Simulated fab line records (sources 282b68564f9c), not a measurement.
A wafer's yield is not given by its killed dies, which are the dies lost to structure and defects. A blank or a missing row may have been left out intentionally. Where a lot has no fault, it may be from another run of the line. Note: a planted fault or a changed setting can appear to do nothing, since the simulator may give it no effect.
Shared-tool check ; flow rit_cmos ; Lots sampled 13, wafers sampled 39

REASON IT WAS OPENED
1 of 13 lots carry a flag on the reading GATE_POLY_THK at RIT_GATE_THK_MEAS_09. No-fault wafers: 249.5 nm, standard deviation 1.9.
Rule: a lot is flagged in two cases, either no wafer of it has a number, or all its wafers with numbers fall more than 4 standard deviations from that mean. As for the other lots, they are considered sound.

lot;measured;on;GATE_POLY_THK (nm), wafer by wafer;flag
L657;day 2 12:37;film_metro-02;250.8 250.1 252.4;
L658;day 2 16:31;film_metro-03;248.5 250.0 248.6;
L659;day 2 21:02;film_metro-04;249.2 250.2 249.3;
L660;day 3 02:58;film_metro-03;250.3 250.9 250.8;
L661;day 3 07:43;film_metro-03;246.4 245.7 248.8;
L662;day 3 13:26;film_metro-04;249.3 251.4 250.8;
L663;day 3 18:02;film_metro-03;249.2 248.6 248.7;
L664;day 4 04:35;film_metro-03;251.5 249.7 249.9;
L668;day 4 21:44;film_metro-03;251.4 248.8 247.3;
L669;day 5 01:00;film_metro-02;251.8 252.1 250.4;
L673;day 5 19:10;film_metro-04;250.5 250.8 250.3;
L678;day 6 21:40;film_metro-03;218.8 221.7 219.5;FLAGGED
L679;day 7 01:22;film_metro-04;252.7 250.1 249.6;
The numbers of the flagged lots are 220.0 nm on average: -29.5 nm against the usual, or -16 standard deviations.

TOOL THAT RAN EACH LOT
The record holds 1 process step before the reading, out of a route of 202 steps. Cell contents, in order: the tool; ch with the chambers the sampled wafers went through; the start.
lot;flag;RIT_GATE_CVD_08
L657;;lpcvd-02 ch 0, day 2 10:59
L658;;lpcvd-02 ch 1, day 2 14:53
L659;;lpcvd-01 ch 0, day 2 19:24
L660;;lpcvd-02 ch 0, day 3 01:22
L661;;lpcvd-02 ch 1, day 3 06:05
L662;;lpcvd-01 ch 0, day 3 11:00
L663;;lpcvd-01 ch 0, day 3 15:35
L664;;lpcvd-02 ch 1, day 4 02:58
L668;;lpcvd-01 ch 0, day 4 19:17
L669;;lpcvd-01 ch 0, day 4 23:22
L673;;lpcvd-01 ch 0, day 5 17:32
L678;FLAGGED;lpcvd-02 ch 0, day 6 19:14
L679;;lpcvd-01 ch 0, day 6 23:45
What is done by these steps:
- RIT_GATE_CVD_08: deposits poly-Si from SiH4, target thk 250 nm, time 2220 s.
- RIT_GATE_THK_MEAS_09

FLAGGED OVER TOTAL, TOOL BY TOOL (the gauges that took the reading come last)
step;tool;lots run;flagged;share of the flagged lots;sound lots run after its first flagged lot
RIT_GATE_CVD_08;lpcvd-01;7;0;none;-
RIT_GATE_CVD_08;lpcvd-02;6;1;all;0
RIT_GATE_THK_MEAS_09;film_metro-02;2;0;none;-
RIT_GATE_THK_MEAS_09;film_metro-03;7;1;all;0
RIT_GATE_THK_MEAS_09;film_metro-04;4;0;none;-

WHAT IS ALLOWED BY THE TABLE
Every flagged lot went through 2 rows of the table: lpcvd-02 at RIT_GATE_CVD_08 and film_metro-03 at RIT_GATE_THK_MEAS_09.
- lpcvd-02 at RIT_GATE_CVD_08 ran 6 lots, 1 of them flagged. Last sound lot L664 at day 4 02:58, first flagged lot L678 at day 6 19:14; a fault beginning in between fits.
- film_metro-03 at RIT_GATE_THK_MEAS_09 ran 7 lots, 1 of them flagged. Last sound lot L668 at day 4 21:44, first flagged lot L678 at day 6 21:40; a fault beginning in between fits.
A lot count leaves these 2 tools indistinguishable: every one of them fits a fault beginning at some hour. More lots, or a look at what each step does to the wafer, might.

WHAT THE SIMULATOR PUT IN
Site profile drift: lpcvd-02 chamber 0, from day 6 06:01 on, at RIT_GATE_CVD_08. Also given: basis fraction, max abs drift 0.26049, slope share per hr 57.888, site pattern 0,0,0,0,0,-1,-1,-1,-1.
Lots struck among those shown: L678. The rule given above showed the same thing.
